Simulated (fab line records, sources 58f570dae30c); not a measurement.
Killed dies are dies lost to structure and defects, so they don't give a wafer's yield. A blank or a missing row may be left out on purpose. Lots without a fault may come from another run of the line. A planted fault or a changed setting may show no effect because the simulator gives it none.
Chamber matching | flow berkeley_cmos170 | UCB170_M2_ETCH_17 on rie_diel-01: 4 sister chambers
The step etches BARC in N2/H2. 4 wafers are shown with their chamber, then 7 later ones without.

WAFERS WITH THEIR CHAMBER
wafer  | chamber | drypump_motor_current_A (A)
L871.4 | 0       | 5.5
L878.5 | 1       | 5.8
L884.1 | 2       | 6.0
L884.4 | 3       | 6.4

WAFERS WITHOUT THEIR CHAMBER
wafer  | drypump_motor_current_A (A)
L884.5 | 5.5
L889.1 | 6.4
L889.3 | 5.7
L889.5 | 5.7
L892.2 | 5.6
L892.3 | 6.4
L892.4 | 5.7

WHICH CHAMBER EACH WENT THROUGH
wafer  | from the rows above     | in truth
L884.5 | 0                       | 0
L889.1 | 3                       | 3
L889.3 | can't be placed: 1 or 0 | 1
L889.5 | can't be placed: 1 or 0 | 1
L892.2 | can't be placed: 0 or 1 | 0
L892.3 | 3                       | 3
L892.4 | can't be placed: 1 or 0 | 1
Placed correctly: 3 of 7. Can't be placed from these rows: 4 (the true chamber is among the candidates in 4). Placed wrongly: 0.
How it was worked out, from the rows above alone: a wafer's distance from a chamber is the root of the sum, over the readings, of the square of ((its reading less the chamber's mean) divided by the reading's scatter). The wafer belongs to the nearest chamber; if the next one is less than 2 further off, it can't be placed. A chamber's mean is the mean of its shown wafers. The scatter: with one shown wafer a chamber, the root of the mean of the squares of how far each hidden wafer lies from its nearest shown one.
